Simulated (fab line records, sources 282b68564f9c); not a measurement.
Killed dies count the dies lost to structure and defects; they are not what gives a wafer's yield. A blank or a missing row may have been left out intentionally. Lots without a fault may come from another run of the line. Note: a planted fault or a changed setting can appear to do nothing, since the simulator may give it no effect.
Problem report, 8D (eight disciplines) form, completed by code ; flow rit cmos ; the parts of the form that need people (team, actions taken, sign-off) are left out

## 1. PROBLEM STATEMENT
ACTIVE_NITRIDE_THK at RIT_ACTIVE_THK_MEAS_04 reads a mean of 204.7 nm on 3 wafers of 1 lot; wafers without a fault read 150.0 nm with a standard deviation of 1.8. That is +30 standard deviations from the usual mean.
The first sign was on wafer L680.1 at day 2 09:32, on film metro-01. The record holds 39 wafers of 13 lots with a number at this step. The rule behind "out" and "out of limits": a value lying over 4 standard deviations away from the usual mean. The other wafers with a number count as sound.

## 2. WHAT IT IS; WHAT IT IS NOT
question;is;is not
which readings at this step;ACTIVE_NITRIDE_THK;-
which lots;L680;L676, L678, L681, L687, L689, L693, L694, L695, L696, L697, L698, L699
which wafers of those lots;all that have a number;-
read on which gauges;film metro-01;film metro-03, film metro-04
when;from day 2 09:32;"up to then (6 sound wafers); but 30 sound wafers of L681, L687, L689, L693, L694, L695, L696, L697, L698, L699 came after"

## 3. THE SUSPECTS, EACH WITH WHAT RULES IT OUT
Counting: any tool at a process step up to the reading is kept as a suspect provided that every lot that is out went through it and no sound lot did after the first of them.
- the gauge at RIT_ACTIVE_THK_MEAS_04 is ruled out. All the wafers that are out were read on film metro-01, but those of them that RIT_ACTIVE_ETCH_13 has rows for are out there too, on other tools.
- lpcvd-01 at RIT_ACTIVE_CVD_03 (deposits Si3N4 from SiH2Cl2/NH3, target thk 150 nm, time 1500 s): ruled out as a lasting fault. After its first lot that is out, L680 (day 2 08:07), sound lots L695, L696, L699 ran on it.
Left after counting: nothing in the record.

## 4. THE CAUSE (what the simulator had put in)
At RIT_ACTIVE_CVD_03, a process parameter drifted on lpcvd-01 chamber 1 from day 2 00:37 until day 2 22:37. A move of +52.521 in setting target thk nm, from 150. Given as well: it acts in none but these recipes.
It was ruled out by counting, in error; the rule expects a fault to strike all lots run on its tool from its start on, and this fault did not.

## 5. THE EFFECT CHAIN, in route order
One row per reading whose mean, taken over the struck wafers that have a number, lies over 3 standard deviations from the usual. Scope: only readings with a usual standard deviation given in the record; hours: median across lots of the time from each lot's start at the first step in this table that gives one to its start at this step; sigmas: change in usual standard deviations.
hours;step;reading;usual;on struck wafers;change;sigmas
0;RIT_ACTIVE_THK_MEAS_04;ACTIVE_NITRIDE_THK;150.0 nm;204.7;+54.7;+30
1;RIT_ACTIVE_ETCH_13;oes product au;0.824 a.u.;0.977;+0.153;+15
The process steps in it:
- RIT_ACTIVE_ETCH_13: etches Si3N4 in SF6, stops on SiO2, time 210 s, target depth 210 nm.
At these later measuring or inspecting steps, every struck wafer for which the step has a row has a number for every such reading, and none has moved that far: RIT_FOX2_THK_MEAS_90, RIT_NRETRO_TW_MEAS_10.

## 6. HOW IT WOULD HAVE BEEN CAUGHT EARLIER
Counted from the fault's start at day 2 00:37, it took 9 hours until the first out-of-limits reading at a measuring or inspecting step in this record, taken at day 2 09:32.
An alarm limit of 4 standard deviations would not have fired on the tool readings at RIT_ACTIVE_CVD_03 for which the record gives a usual standard deviation, since none of them was out on any struck wafer.
